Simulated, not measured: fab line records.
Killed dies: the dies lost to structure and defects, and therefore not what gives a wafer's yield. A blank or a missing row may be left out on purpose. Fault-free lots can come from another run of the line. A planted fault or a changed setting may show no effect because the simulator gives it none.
Which tool was responsible?	flow berkeley cmos170	Sampling: 15 lots, 45 wafers, 2 of 331 route steps

## WHAT EACH GAUGE READ, for each wafer
UCB170_SDANNEAL_RS_MEAS_02: a four-point-probe measurement. Usual: for PSD_RS the level is 75.6 ohm/sq and the standard deviation is 0.35.
lot	measured	on	PSD_RS (ohm/sq)	flag
L960	day 7 05:01	film metro-03	75.2 75.2 75.2	
L961	day 7 12:47	film metro-01	75.8 75.7 76.0	
L964	day 7 13:13	film metro-03	75.4 75.4 75.5	
L962	day 7 13:34	film metro-01	76.0 75.6 76.0	
L965	day 7 23:18	film metro-03	74.9 75.2 75.3	
L969	day 8 13:27	film metro-03	75.9 75.6 75.2	
L968	day 8 13:57	film metro-03	75.4 75.6 75.3	
L970	day 8 14:23	film metro-04	75.6 75.6 75.8	
L971	day 9 00:08	film metro-01	75.8 75.6 76.0	
L972	day 9 10:36	film metro-01	75.6 75.7 75.8	
L973	day 9 10:55	film metro-04	76.1 76.0 75.7	
L975	day 9 13:56	film metro-01	75.0 75.1 74.8	
L979	day 10 23:42	film metro-03	74.9 75.3 75.1	
L982	day 11 09:49	film metro-03	75.5 75.7 75.6	
L983	day 11 16:57	film metro-04	76.1 75.6 75.5	

## WHAT TOOL EACH LOT RAN ON (gives the tool, then ch and the chambers of the sampled wafers, and finally the start)
lot	UCB170_BACKSIDE_STRIP_03
L960	plasma asher-02 ch 0,1, day 7 04:37
L961	plasma asher-01 ch 0,1, day 7 12:20
L964	plasma asher-02 ch 1, day 7 12:47
L962	plasma asher-03 ch 0,1, day 7 13:07
L965	plasma asher-03 ch 0,1, day 7 22:52
L969	plasma asher-03 ch 0,1, day 8 13:02
L968	plasma asher-01 ch 0,1, day 8 13:30
L970	plasma asher-01 ch 0,1, day 8 13:59
L971	plasma asher-03 ch 0,1, day 8 23:44
L972	plasma asher-01 ch 0,1, day 9 10:12
L973	plasma asher-03 ch 0,1, day 9 10:31
L975	plasma asher-03 ch 0,1, day 9 13:25
L979	plasma asher-02 ch 0,1, day 10 23:17
L982	plasma asher-02 ch 0,1, day 11 08:26
L983	plasma asher-03 ch 0,1, day 11 16:33
- UCB170_BACKSIDE_STRIP_03: strips in O2.

## WHAT THE TOOLS THEMSELVES READ (means of the sampled wafers that have a number; where no wafer has one, the mark that the record gives instead)
UCB170_BACKSIDE_STRIP_03. Usual: drypump motor current A 5.4 A, standard deviation 0.36; oes product au 0.734 a.u., standard deviation 0.0045; strip time to endpoint s 22.00 s, standard deviation 0.069.
lot	tool	drypump motor current A (A)	oes product au (a.u.)	strip time to endpoint s (s)	flag
L960	plasma asher-02	5.4	0.733	22.04	
L961	plasma asher-01	5.4	0.738	22.05	
L964	plasma asher-02	6.1	0.732	22.00	
L962	plasma asher-03	5.1	0.733	22.03	
L965	plasma asher-03	5.2	0.739	21.88	
L969	plasma asher-03	5.4	0.735	22.04	
L968	plasma asher-01	5.3	0.735	21.99	
L970	plasma asher-01	5.3	0.731	21.94	
L971	plasma asher-03	5.1	0.735	22.02	
L972	plasma asher-01	5.3	0.733	21.86	
L973	plasma asher-03	5.4	0.734	22.06	
L975	plasma asher-03	5.4	0.730	21.91	
L979	plasma asher-02	5.4	0.736	21.96	
L982	plasma asher-02	5.4	0.741	22.02	
L983	plasma asher-03	5.2	0.741	21.96	

## THE ANSWER, worked out from the rows above alone
Rule: a lot counts as off when the mean over its wafers that have a number is more than 3 standard deviations away from the usual mean. Also off: a lot with no number at a reading for which 4 or more lots have one. Where the step has rows for the other lots, those lots are counted as sound. The gauges are gone through in route order, then the tools' own readings, and for those a lot's mean is taken as printed above. At the first step where some lot is off, the reading lying furthest off is the one used; lots without a number count as furthest.
No lot is off at any reading shown: from this, nothing can be told.

## WHAT WAS PUT IN BY THE SIMULATOR
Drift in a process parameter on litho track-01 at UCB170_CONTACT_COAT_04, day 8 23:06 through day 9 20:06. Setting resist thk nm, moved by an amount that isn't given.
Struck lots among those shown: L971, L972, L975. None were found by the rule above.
